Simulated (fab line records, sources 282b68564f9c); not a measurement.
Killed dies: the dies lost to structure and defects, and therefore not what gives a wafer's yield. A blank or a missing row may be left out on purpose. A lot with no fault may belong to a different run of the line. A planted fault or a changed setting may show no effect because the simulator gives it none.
fab line records -- flow rit_cmos
[record] lots = 6, wafers = 18, last_day = 6
route steps=202 shown ACTIVE@1 M1@202
lots that met no fault: from a run of the same line without faults
start_h: hours from the record's opening day to when the first of the lot's shown wafers began -- wait_h: hours since the lot's step before -- " as in the row above -- L1.1+2: one row covering several wafers at once -- - no value, or no start given -- * or withheld: withheld -- < > ~ a bound
route shown NAME@n: NAME is a module with steps in the file, n the number in the route of the first one -- usual: the fault-free wafers' mean and standard deviation -- same: alike in all rows -- chamber/n: place in a boat -- sites: per-site readings -- _std_site: their standard deviation -- _edge_site: outer sites' mean less inner sites' -- radius_mm: how far each site lies from the wafer's centre -- mask NAME#n: copy n -- behind: the most recent tool/chamber to have shaped the wafer -- hold: reason for holding the lot/hours on hold/outcome of the hold -- device: whichever transistor did not switch (one of n, p or np) -- end of line: the tests these same wafers got at the end of their route -- where a step has no rows: the recipe by itself -- killed: dies that structure and defects cost at the first sort, which is not the same as the wafer's yield -- map: per-die view of a wafer (x killed, . not killed, _ where there is no die)
set.NAME: the setting that was run; set.NAME@STEP: the one run at that earlier step -- model.NAME: the simulator's own value behind a step, which no gauge read
lots seen at some steps along the route; tables by step, rows by wafer
services: the hour from which a tool's chamber was out of use, counted from the record's first day as start_h (under 0 if before that day), plus the number of hours and why
[[steps]]
[step RIT_ACTIVE_BOW_MEAS_00]
[recipe] mode = bow
[usual] INCOMING_BOW = 0/7.2
lot.wafer,tool,chamber,start_h,wait_h,INCOMING_BOW[um]
L372.4,film_metro-02,-,10.06,-,-1
L372.5,film_metro-02,-,10.06,-,3
L372.6,film_metro-02,-,10.06,-,0
L375.1,film_metro-02,-,25.00,-,8
L375.4,film_metro-02,-,25.00,-,4
L375.5,film_metro-02,-,25.00,-,7
L379.1,film_metro-01,-,45.00,-,1
L379.4,film_metro-01,-,45.00,-,-5
L379.6,film_metro-01,-,45.00,-,-2
L381.1,film_metro-01,-,55.00,-,4
L381.2,film_metro-01,-,55.00,-,-4
L381.6,film_metro-01,-,55.00,-,-5
L382.4,film_metro-02,-,60.06,-,21
L382.5,film_metro-02,-,60.06,-,7
L382.6,film_metro-02,-,60.06,-,0
L386.4,film_metro-02,-,80.06,-,4
L386.5,film_metro-02,-,80.06,-,-9
L386.6,film_metro-02,-,80.06,-,2
[step RIT_ACTIVE_OXIDATION_01]
[recipe] temp_c = 1000, ambient = O2, target_thk_a = 468, ox_time_s = 3360
[step RIT_ACTIVE_THK_MEAS_02]
[recipe] reads = SiO2_of_ACTIVE_OXIDATION_01
[usual] ACTIVE_OXIDE_THK = 46.5/0.72
lot.wafer,tool,chamber,start_h,wait_h,ACTIVE_OXIDE_THK[nm]
L372.4,film_metro-03,-,12.42,0.0,47.4
L372.5,film_metro-03,-,12.42,0.0,47.4
L372.6,film_metro-03,-,12.42,0.0,46.7
L375.1,film_metro-02,-,27.69,0.0,47.2
L375.4,film_metro-02,-,27.69,0.0,46.7
L375.5,film_metro-02,-,27.69,0.0,47.5
L379.1,film_metro-01,-,48.91,0.0,46.8
L379.4,film_metro-01,-,48.91,0.0,47.0
L379.6,film_metro-01,-,48.91,0.0,46.8
L381.1,film_metro-01,-,57.96,0.0,45.7
L381.2,film_metro-01,-,57.96,0.0,45.8
L381.6,film_metro-01,-,57.96,0.0,45.6
L382.4,film_metro-01,-,63.63,0.0,46.2
L382.5,film_metro-01,-,63.63,0.0,47.1
L382.6,film_metro-01,-,63.63,0.0,46.8
L386.4,film_metro-03,-,82.31,0.0,47.4
L386.5,film_metro-03,-,82.31,0.0,46.4
L386.6,film_metro-03,-,82.31,0.0,47.0
[step RIT_ACTIVE_CVD_03]
[recipe] material = Si3N4, target_thk_nm = 150, temp_c = 810, precursor = SiH2Cl2/NH3, time_s = 1500, pressure_mtorr = 300, sih2cl2_flow_sccm = 60, nh3_flow_sccm = 150
[step RIT_ACTIVE_THK_MEAS_04]
[recipe] reads = Si3N4_of_ACTIVE_CVD_03
[usual] ACTIVE_NITRIDE_THK = 150.1/1.5
lot.wafer,tool,chamber,start_h,wait_h,ACTIVE_NITRIDE_THK[nm]
L372.4,film_metro-02,-,14.07,0.0,148.6
L372.5,film_metro-02,-,14.07,0.0,148.5
L372.6,film_metro-02,-,14.07,0.0,148.6
L375.1,film_metro-01,-,29.17,0.0,151.7
L375.4,film_metro-01,-,29.17,0.0,150.8
L375.5,film_metro-01,-,29.17,0.0,152.1
L379.1,film_metro-03,-,50.39,0.0,147.8
L379.4,film_metro-03,-,50.39,0.0,149.4
L379.6,film_metro-03,-,50.39,0.0,148.1
L381.1,film_metro-01,-,59.44,0.0,152.0
L381.2,film_metro-01,-,59.44,0.0,151.9
L381.6,film_metro-01,-,59.44,0.0,150.2
L382.4,film_metro-03,-,65.63,0.0,147.9
L382.5,film_metro-03,-,65.63,0.0,149.3
L382.6,film_metro-03,-,65.63,0.0,147.9
L386.4,film_metro-02,-,84.57,0.0,149.6
L386.5,film_metro-02,-,84.57,0.0,151.2
L386.6,film_metro-02,-,84.57,0.0,152.0
[step RIT_ACTIVE_HMDS_05]
[recipe] prime_time_s = 60, prime_temp_c = 140
[step RIT_ACTIVE_COAT_06]
[recipe] resist = NOVOLAK, spin_rpm = 3250, resist_thk_nm = 1000
[usual] spin_speed_rpm = 3250.3/1.9
lot.wafer,tool,chamber,start_h,wait_h,spin_speed_rpm,model.NOVOLAK_of_ACTIVE_COAT_06.thk_nm
L372.4,litho_track-02,0,14.32,0.1,3251.1,1001
L372.5,litho_track-02,0,14.32,0.1,3248.8,998.6
L372.6,litho_track-02,0,14.32,0.1,3249.1,1004
L375.1,litho_track-04,0,29.38,0.1,3250.9,996.8
L375.4,litho_track-04,0,29.38,0.1,3248.4,998.4
L375.5,litho_track-04,0,29.38,0.1,3250.9,994.8
L379.1,litho_track-02,0,50.60,0.1,2864.3,1063
L379.4,litho_track-02,0,50.60,0.1,2865.1,1065
L379.6,litho_track-02,0,50.60,0.1,2865.5,1064
L381.1,litho_track-04,0,59.65,0.1,3252.7,994.8
L381.2,litho_track-04,0,59.65,0.1,3252.8,992.8
L381.6,litho_track-04,0,59.65,0.1,3250.9,991.9
L382.4,litho_track-02,0,65.89,0.1,2866.3,1059
L382.5,litho_track-02,0,65.89,0.1,2866.2,1062
L382.6,litho_track-02,0,65.89,0.1,2863.9,1061
L386.4,litho_track-04,0,84.82,0.1,3248.7,1000
L386.5,litho_track-04,0,84.82,0.1,3245.6,998.5
L386.6,litho_track-04,0,84.82,0.1,3250.0,996.5
[step RIT_ACTIVE_SOFTBAKE_07]
[recipe] resist = NOVOLAK, temp_c = 90, time_s = 60
[step RIT_ACTIVE_EXPOSE_08]
[recipe] mask_id = M1, na = 0.6, source_shape = conventional, sigma_outer = 0.6, target_cd_nm = 1400, dose_mj = 225
[step RIT_ACTIVE_PEB_09]
[recipe] resist = NOVOLAK, temp_c = withheld, time_s = withheld
[step RIT_ACTIVE_DEVELOP_10]
[recipe] resist = NOVOLAK, develop_time_s = 50, dev_temp_c = 23
[step RIT_ACTIVE_CD_MEAS_11]
[recipe] target_cd_nm = 1400
[usual] cd_nm = 1400.1/2.6
lot.wafer,tool,chamber,start_h,wait_h,cd_nm
L372.4,cd_sem-01,-,15.13,-,1400.5
L372.5,cd_sem-01,-,15.13,-,1401.5
L372.6,cd_sem-01,-,15.13,-,1401.4
L375.1,cd_sem-02,-,30.20,-,1398.7
L375.4,cd_sem-02,-,30.20,-,1399.4
L375.5,cd_sem-02,-,30.20,-,1399.0
L379.1,cd_sem-02,-,51.43,-,1406.9
L379.4,cd_sem-02,-,51.43,-,1406.9
L379.6,cd_sem-02,-,51.43,-,1406.7
L381.1,cd_sem-01,-,60.41,-,1397.0
L381.2,cd_sem-01,-,60.41,-,1395.3
L381.6,cd_sem-01,-,60.41,-,1395.4
L382.4,cd_sem-01,-,66.70,-,1404.5
L382.5,cd_sem-01,-,66.70,-,1404.9
L382.6,cd_sem-01,-,66.70,-,1403.9
L386.4,cd_sem-01,-,85.51,-,1402.0
L386.5,cd_sem-01,-,85.51,-,1400.2
L386.6,cd_sem-01,-,85.51,-,1401.1
[step RIT_ACTIVE_HARDBAKE_12]
[recipe] resist = NOVOLAK, temp_c = 140, time_s = 60
[step RIT_ACTIVE_ETCH_13]
[recipe] stop_on = SiO2, chemistry = SF6, target = Si3N4, time_s = 210, over_etch_frac = 0.4, SF6_flow_sccm = 200, pressure_mtorr = 260, rf_w = 125, target_depth_a = 2100
[usual] drypump_motor_current_A = 5.9/0.41, oes_product_au = 0.818/0.012, throttle_valve_pct = 7.50/0.13
lot.wafer,tool,chamber,start_h,wait_h,drypump_motor_current_A,oes_product_au,rf_hours_counter_h,throttle_valve_pct,model.NOVOLAK_of_ACTIVE_COAT_06.thk_nm
L372.4,rie_diel-04,3,15.35,0.1,6.5,0.838,132,7.52,654.9
L372.5,rie_diel-04,0,15.35,0.1,5.5,0.822,-,7.61,653.3
L372.6,rie_diel-04,1,15.35,0.1,5.9,0.815,-,7.44,660.8
L375.1,rie_diel-04,0,30.47,0.1,5.5,0.827,151,7.61,655.4
L375.4,rie_diel-04,2,30.47,0.1,5.6,0.802,142,7.52,655.7
L375.5,rie_diel-04,1,30.47,0.1,5.9,0.816,-,7.45,655.4
L379.1,rie_diel-04,2,51.70,0.1,5.6,0.802,143,7.52,711
L379.4,rie_diel-04,0,51.70,0.1,5.5,0.819,151,7.62,712.6
L379.6,rie_diel-04,1,51.70,0.1,5.9,0.818,-,7.45,714.2
L381.1,rie_diel-04,2,60.68,0.1,5.6,0.810,143,7.54,651.7
L381.2,rie_diel-04,1,60.68,0.1,5.9,0.826,39,7.45,651.4
L381.6,rie_diel-04,1,60.68,0.1,5.9,0.822,-,7.44,649.1
L382.4,rie_diel-01,0,66.91,0.1,6.3,0.817,91,7.26,706
L382.5,rie_diel-01,2,66.91,0.1,5.6,0.803,-,7.72,711.8
L382.6,rie_diel-01,3,66.91,0.1,6.0,0.808,-,7.56,707.8
L386.4,rie_diel-01,3,85.87,0.1,6.0,0.823,143,7.55,652.8
L386.5,rie_diel-01,3,85.87,0.1,6.0,0.821,-,7.56,650.6
L386.6,rie_diel-01,0,85.87,0.1,6.3,0.830,-,7.25,649.7
[step RIT_ACTIVE_STRIP_14]
[recipe] chemistry = O2, time_s = 180, resist = NOVOLAK, platen_temp_c = withheld, power_w = 500, pressure_mtorr = 4000, o2_flow_sccm = 4000
[usual] drypump_motor_current_A = 5.9/0.31, o2_flow_sccm = 4000/10
lot.wafer,tool,chamber,start_h,wait_h,drypump_motor_current_A,o2_flow_sccm,rf_hours_counter_h
L372.4,plasma_asher-04,1,15.55,0.1,5.6,4011,-
L372.5,plasma_asher-04,0,15.55,0.1,6.3,4000,-
L372.6,plasma_asher-04,1,15.55,0.1,5.6,4004,-
L375.1,plasma_asher-03,0,30.60,0.1,6.0,4010,42
L375.4,plasma_asher-03,1,30.60,0.1,6.3,3985,-
L375.5,plasma_asher-03,1,30.60,0.1,6.3,3997,-
L379.1,plasma_asher-03,0,51.83,0.1,5.9,3994,44
L379.4,plasma_asher-03,1,51.83,0.1,6.3,3996,-
L379.6,plasma_asher-03,1,51.83,0.1,6.3,4016,-
L381.1,plasma_asher-01,0,60.81,0.1,5.6,3985,37
L381.2,plasma_asher-01,1,60.81,0.1,6.1,4004,37
L381.6,plasma_asher-01,0,60.81,0.1,5.6,4014,-
L382.4,plasma_asher-03,1,67.10,0.1,6.3,4009,-
L382.5,plasma_asher-03,1,67.10,0.1,6.3,3991,-
L382.6,plasma_asher-03,0,67.10,0.1,6.0,3994,-
L386.4,plasma_asher-04,0,86.07,0.1,6.3,4001,-
L386.5,plasma_asher-04,1,86.07,0.1,5.6,3996,-
L386.6,plasma_asher-04,0,86.07,0.1,6.3,4017,-
[step RIT_M1_PROBE_99]
[usual] killed_at_M0_to_M3 = 0.0/0.083, killed_at_contacts = 0.1/0.31, killed_at_front_end = 7/3, killed_dies = 7/3, killed_open = 3.2/1.9, killed_short = 3.6/2.2
[same] gross_dies = 264, killed_at_M4_up = 0, killed_at_back_side = 0, killed_at_other = 0
lot.wafer,tool,chamber,start_h,wait_h,killed_at_M0_to_M3,killed_at_contacts,killed_at_front_end,killed_dies,killed_open,killed_short
L372.4,prober-02,-,62.01,0.2,0,0,11,11,6,5
L372.5,prober-02,-,62.06,0.2,0,0,7,7,5,2
L372.6,prober-02,-,62.11,0.2,0,0,2,2,0,2
L375.1,prober-01,-,78.97,0.1,0,0,12,12,3,9
L375.4,prober-01,-,79.12,0.2,0,0,7,7,3,4
L375.5,prober-01,-,79.17,0.2,0,0,6,6,1,5
L379.1,prober-01,-,100.94,0.1,0,0,5,5,2,3
L379.4,prober-01,-,101.09,0.2,0,2,4,6,4,2
L379.6,prober-01,-,101.19,0.2,0,0,9,9,3,6
L381.1,prober-02,-,106.48,0.1,0,0,4,4,1,3
L381.2,prober-02,-,106.53,0.1,0,0,8,8,2,6
L381.6,prober-02,-,106.73,0.2,0,0,5,5,3,2
L382.4,prober-02,-,115.20,0.2,0,0,2,2,0,2
L382.5,prober-02,-,115.25,0.2,1,0,2,3,1,2
L382.6,prober-02,-,115.30,0.2,0,0,3,3,2,1
L386.4,prober-02,-,133.94,0.2,0,0,8,8,2,6
L386.5,prober-02,-,133.99,0.2,0,0,5,5,1,4
L386.6,prober-02,-,134.04,0.2,0,1,7,8,3,5
// killed by level:class
L372.4 GATE:geometric_particle:short=3 REOX:geometric_particle:open=3 REOX:geometric_particle:short=2 SILICIDE:geometric_particle:open=2 FOX2:geometric_particle:open=1
L372.5 GATE:geometric_particle:open=2 REOX:geometric_particle:open=2 GATE:geometric_particle:short=1 SPACER:geometric_particle:open=1 SILICIDE:geometric_particle:short=1
L372.6 REOX:geometric_particle:short=1 SILICIDE:geometric_particle:short=1
L375.1 GATE:geometric_particle:short=6 REOX:geometric_particle:short=2 FOX2:geometric_particle:open=1 GATE:geometric_particle:open=1 SPACER:geometric_particle:open=1 SPACER:geometric_particle:short=1
L375.4 GATE:geometric_particle:short=4 GATE:geometric_particle:open=2 SILICIDE:geometric_particle:open=1
L375.5 GATE:geometric_particle:short=2 SPACER:geometric_particle:short=2 FOX2:geometric_particle:open=1 SILICIDE:geometric_particle:short=1
L379.1 FOX1:geometric_particle:short=1 GATE:geometric_particle:open=1 REOX:geometric_particle:short=1 REOX:geometric_particle:open=1 SPACER:geometric_particle:short=1
L379.4 FOX1:geometric_particle:open=2 CONTACT:geometric_particle:open=2 GATE:geometric_particle:short=1 REOX:geometric_particle:short=1
L379.6 GATE:geometric_particle:short=2 REOX:geometric_particle:short=2 ACTIVE:geometric_particle:short=1 FOX1:geometric_particle:short=1 FOX2:geometric_particle:open=1 REOX:geometric_particle:open=1 SILICIDE:geometric_particle:open=1
L381.1 GATE:geometric_particle:short=2 GATE:geometric_particle:open=1 SILICIDE:geometric_particle:short=1
L381.2 GATE:geometric_particle:short=3 FOX1:geometric_particle:short=2 FOX2:geometric_particle:short=1 FOX2:geometric_particle:open=1 SILICIDE:geometric_particle:open=1
L381.6 FOX1:geometric_particle:open=1 GATE:geometric_particle:open=1 GATE:geometric_particle:short=1 REOX:geometric_particle:short=1 REOX:geometric_particle:open=1
L382.4 GATE:geometric_particle:short=2
L382.5 GATE:geometric_particle:open=1 SPACER:geometric_particle:short=1 M1:geometric_particle:short=1
L382.6 GATE:geometric_particle:short=1 GATE:geometric_particle:open=1 SILICIDE:geometric_particle:open=1
L386.4 GATE:geometric_particle:short=4 FOX1:geometric_particle:short=1 FOX2:geometric_particle:open=1 REOX:geometric_particle:short=1 REOX:geometric_particle:open=1
L386.5 FOX1:geometric_particle:short=3 GATE:geometric_particle:open=1 SILICIDE:geometric_particle:short=1
L386.6 FOX2:geometric_particle:short=2 SILICIDE:geometric_particle:open=2 GATE:geometric_particle:short=1 REOX:geometric_particle:short=1 SPACER:geometric_particle:open=1 CONTACT:geometric_particle:short=1
[[services]]
tool,chamber,start_h,hours,kind
plasma_asher-01,-,-7.73,12.9,repair
rie_diel-04,3,-1.96,2.0,repair
rie_diel-01,-,0.02,2.8,pm
rie_diel-01,-,24.03,0.5,repair
rie_diel-01,3,24.16,2.7,repair
rie_diel-04,3,43.88,1.8,repair
rie_diel-01,2,54.92,3.1,repair
plasma_asher-04,-,84.26,1.3,repair
[[key]]
[first_sign] step = RIT_ACTIVE_COAT_06, reading = spin_speed_rpm, direction = down, sigmas = 99+, usual = 3250.3, struck = 2865.2
[effect] step = RIT_ACTIVE_CD_MEAS_11, reading = cd_nm, direction = up, sigmas = 2.1, usual = 1400.1, struck = 1405.6
[model_effect] step = RIT_ACTIVE_COAT_06, value = NOVOLAK_of_ACTIVE_COAT_06.thk_nm, without = 997.6, struck = 1062
[model_effect] step = RIT_ACTIVE_ETCH_13, value = NOVOLAK_of_ACTIVE_COAT_06.thk_nm, without = 653.9, struck = 710.6
met_at RIT_ACTIVE_COAT_06
struck_wafers L379.1,L379.4,L379.6,L382.4,L382.5,L382.6
tester_left_out L379,L382
onset_between 14.32 50.60
[fault] kind = process_parameter_drift, tool = litho_track-02, chamber = -, onset_h = 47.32, steps = RIT_ACTIVE_COAT_06, channel = spin_rpm, offset = -384.43, shape = step, end_h = 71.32, acts_in = these_recipes_only, stated = 3250
// tester_left_out: of these lots the tester's yield and bins aren't shown, on N5 and GAA mostly nor the transistor test; their killed dies are dies lost to structure and defects alone, not to doping, threshold or leakage, so they don't give the yield
